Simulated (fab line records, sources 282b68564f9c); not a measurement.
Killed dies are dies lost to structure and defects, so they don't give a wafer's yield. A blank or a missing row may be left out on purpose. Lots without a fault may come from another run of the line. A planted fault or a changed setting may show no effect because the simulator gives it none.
Which tool did it? | flow rit_cmos | 13 lots, 39 wafers sampled, at 2 steps of a route of 202

WHAT THE GAUGES READ, wafer by wafer
The record holds no reading of a measuring or inspecting step that can be judged against a usual standard deviation.

WHICH TOOL RAN EACH LOT (tool, then ch and the chambers of the sampled wafers, then the start)
lot  | RIT_CONTACT_CLEAN_14           | RIT_M1_PROBE_99
L208 | wet_bench-02 ch 1, day 3 09:39 | prober-01, day 3 14:11
L209 | wet_bench-02 ch 2, day 3 15:27 | prober-02, day 3 20:09
L210 | wet_bench-01 ch 2, day 4 01:26 | prober-01, day 4 05:45
L212 | wet_bench-04 ch 0, day 4 10:31 | prober-01, day 4 14:53
L213 | wet_bench-04 ch 3, day 4 15:29 | prober-02, day 4 19:44
L215 | wet_bench-02 ch 0, day 5 04:23 | prober-02, day 5 08:46
L216 | wet_bench-01 ch 2, day 5 06:59 | prober-01, day 5 11:29
L218 | wet_bench-04 ch 2, day 5 14:10 | prober-01, day 5 18:28
L219 | wet_bench-04 ch 2, day 5 17:28 | prober-02, day 5 21:59
L222 | wet_bench-01 ch 3, day 6 10:29 | prober-01, day 6 14:55
L226 | wet_bench-04 ch 0, day 7 04:14 | prober-01, day 7 08:46
L228 | wet_bench-02 ch 2, day 7 13:29 | prober-01, day 7 17:46
L229 | wet_bench-01 ch 1, day 7 18:14 | prober-02, day 7 22:32
- RIT_CONTACT_CLEAN_14: cleans in SC2, time 600 s.
- RIT_M1_PROBE_99

WHAT THE TOOLS THEMSELVES READ (means of the sampled wafers that have a number; where no wafer has one, the mark that the record gives instead)
RIT_CONTACT_CLEAN_14.
lot  | tool         | bath_heat_duty_pct (%)
L208 | wet_bench-02 | 15.4
L209 | wet_bench-02 | 13.8
L210 | wet_bench-01 | 13.2
L212 | wet_bench-04 | 17.9
L213 | wet_bench-04 | 16.6
L215 | wet_bench-02 | 14.0
L216 | wet_bench-01 | 13.1
L218 | wet_bench-04 | 16.2
L219 | wet_bench-04 | 16.0
L222 | wet_bench-01 | 15.3
L226 | wet_bench-04 | 16.6
L228 | wet_bench-02 | 14.0
L229 | wet_bench-01 | 14.5

RIT_M1_PROBE_99.
lot  | tool      | killed_at_M0_to_M3 | killed_at_contacts | killed_at_front_end | killed_dies | killed_on_rim | killed_open | killed_short
L208 | prober-01 | 0.0                | 0.0                | 7                   | 7           | 1.7           | 3.0         | 4.0
L209 | prober-02 | 0.0                | 0.0                | 13                  | 13          | 3.7           | 5.7         | 7.0
L210 | prober-01 | 0.0                | 0.0                | 5                   | 5           | 0.7           | 2.3         | 2.7
L212 | prober-01 | 0.0                | 0.0                | 6                   | 6           | 2.0           | 4.0         | 2.3
L213 | prober-02 | 0.0                | 0.0                | 7                   | 7           | 2.0           | 4.0         | 2.7
L215 | prober-02 | 0.0                | 1.0                | 8                   | 9           | 3.3           | 5.0         | 4.3
L216 | prober-01 | 0.0                | 0.3                | 7                   | 7           | 0.3           | 3.3         | 3.7
L218 | prober-01 | 0.0                | 0.0                | 5                   | 5           | 2.3           | 3.7         | 1.7
L219 | prober-02 | 0.0                | 0.0                | 7                   | 7           | 1.7           | 4.0         | 2.7
L222 | prober-01 | 0.0                | 0.0                | 8                   | 8           | 2.0           | 3.0         | 5.0
L226 | prober-01 | 0.3                | 37.3               | 3                   | 41          | 7.3           | 2.0         | 2.0
L228 | prober-01 | 0.0                | 0.0                | 8                   | 8           | 3.0           | 3.7         | 4.0
L229 | prober-02 | 0.0                | 0.0                | 4                   | 4           | 1.7           | 2.3         | 2.0

THE ANSWER, worked out from the rows above alone
Rule: what is usual is taken from the lots themselves. Put in order of their means at a reading, lots are off if they are a third of the lots or fewer, leave a main group of 4 or more, and stand apart from it by a gap of 3 or more times the standard deviation of the main group's means; of several such gaps the widest counts. A main group whose means are all the same, to the digits that the tables above print for the reading, isn't used. A lot without any number at a reading at which 4 lots or more have one is off too. The other lots that the step has rows for count as sound. The gauges are gone through in route order, then the tools' own readings, and for those a lot's mean is taken as printed above. The first step at which some lot is off is used, and at that step the reading that is off furthest; a lot without a number counts as furthest.
Off: L226, at RIT_M1_PROBE_99 (killed_at_contacts). The main group: mean 0.1, standard deviation 0.28.
A tool fits if, at that step or a process step before it, it ran every lot that is off, and no sound lot after the first of them. One fits: wet_bench-04 at RIT_CONTACT_CLEAN_14. Its last sound lot is L219 (day 5 17:28), its first lot that is off L226 (day 7 04:14): a fault that began between those two fits.

WHAT THE SIMULATOR HAD PUT IN
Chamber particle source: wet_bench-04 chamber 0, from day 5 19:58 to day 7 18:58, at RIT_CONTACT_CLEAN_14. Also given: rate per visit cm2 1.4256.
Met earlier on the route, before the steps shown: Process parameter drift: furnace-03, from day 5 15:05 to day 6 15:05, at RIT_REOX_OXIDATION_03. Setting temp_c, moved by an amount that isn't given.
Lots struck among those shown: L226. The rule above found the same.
